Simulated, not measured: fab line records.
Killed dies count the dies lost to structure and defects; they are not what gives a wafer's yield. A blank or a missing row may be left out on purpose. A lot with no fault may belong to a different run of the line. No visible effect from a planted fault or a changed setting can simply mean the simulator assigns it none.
Code-filled problem report in 8D (eight disciplines) form || flow berkeleyCmos170 || the parts of the form that need people (team, actions taken, sign-off) are left out

1. WHAT WENT WRONG
At UCB170_M3_CD_MEAS_15, cdNm averages 719.7 nm over 6 wafers from 2 lots, while fault-free wafers read 700.1 nm, standard deviation 1.6. That puts it +12 standard deviations away from the usual mean.
The step: target cd 700 nm.
The first sign was on wafer L902.1 at day 10 22:59, on cdSem-01. The record has a number at this step for 42 wafers belonging to 14 lots. Rule for "out", or "out of limits": more than 4 standard deviations from the usual mean. The rest of the wafers with a number are treated as sound.

2. WHAT IT IS; WHAT IT IS NOT
{"question": "which readings at this step", "is": "cdNm", "is not": "-"}
{"question": "which lots", "is": "L902, L903", "is not": "L892, L893, L894, L896, L897, L898, L900, L901, L904, L913, L914, L915"}
{"question": "which wafers of those lots", "is": "all that have a number", "is not": "-"}
{"question": "read on which gauges", "is": "cdSem-01, cdSem-02", "is not": "-"}
{"question": "when", "is": "from day 10 22:59", "is not": "up to then (27 sound wafers); but 9 sound wafers of L913, L914, L915 came after"}

3. WHAT RULES OUT EACH SUSPECT
Counting: a tool stays on the suspect list if, at a process step up to the reading, it processed all lots that are out and no sound lot following the first of them.
- the gauge at UCB170_M3_CD_MEAS_15: ruled out. Those wafers that are out were read across 2 gauges (cdSem-01, cdSem-02).
- plasmaAsher-04 at UCB170_M2_STRIP_07 (strips in O2): ruled out as a lasting fault. After its first lot that is out, L902 (day 10 11:29), sound lots L914 ran on it.
- lithoTrack-01 at UCB170_M3_SOFTBAKE_11 (time 60 s): kept. It processed each lot that is out, first L902 at day 10 21:00, and no sound lot thereafter; up to then, the last sound lot it processed was L904 at day 10 18:00. Its own heaterPowerTotalW, runLengthS readings are out on those wafers.
Remaining after the count: lithoTrack-01 at UCB170_M3_SOFTBAKE_11.

4. THE CAUSE (what the simulator had put in)
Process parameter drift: lithoTrack-01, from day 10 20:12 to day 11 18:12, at UCB170_M3_SOFTBAKE_11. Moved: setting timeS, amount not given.
The count eliminated every tool but this one.

5. THE EFFECT CHAIN, in route order
Rows list readings where the struck wafers' mean (over those with a number) sits beyond 3 standard deviations from the usual. Only readings whose record carries a usual standard deviation are examined. hours: median over the lots of the time between each lot's start at the first step of this table that gives one and its start at this step. sigmas: the change, counted in usual standard deviations.
{"hours": 0, "step": "UCB170_M3_SOFTBAKE_11", "reading": "heaterPowerTotalW", "usual": "56.80 W", "on struck wafers": 79.58, "change": "+22.78", "sigmas": "+99 or more"}
{"hours": 0, "step": "UCB170_M3_SOFTBAKE_11", "reading": "runLengthS", "usual": "89.14 s", "on struck wafers": 45.00, "change": -44.14, "sigmas": "-99 or more"}
{"hours": 2, "step": "UCB170_M3_CD_MEAS_15", "reading": "cdNm", "usual": "700.1 nm", "on struck wafers": 719.7, "change": "+19.6", "sigmas": "+12"}
Its process steps:
- UCB170_M3_SOFTBAKE_11: time 60 s.

6. HOW IT WOULD HAVE BEEN CAUGHT EARLIER
3 hours passed between the start of the fault at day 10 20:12 and the first reading out of limits at a measuring or inspecting step in this record, taken at day 10 22:59.
At UCB170_M3_SOFTBAKE_11, the tool's own readings (heaterPowerTotalW, runLengthS) were out on each struck wafer the step has a row for, so an alarm limit on them would have fired on the first such wafer.
L903, from the lots that are out (2), started UCB170_M3_SOFTBAKE_11 on lithoTrack-01 later than day 10 22:59. It would have been spared by a hold on the tool at that moment.
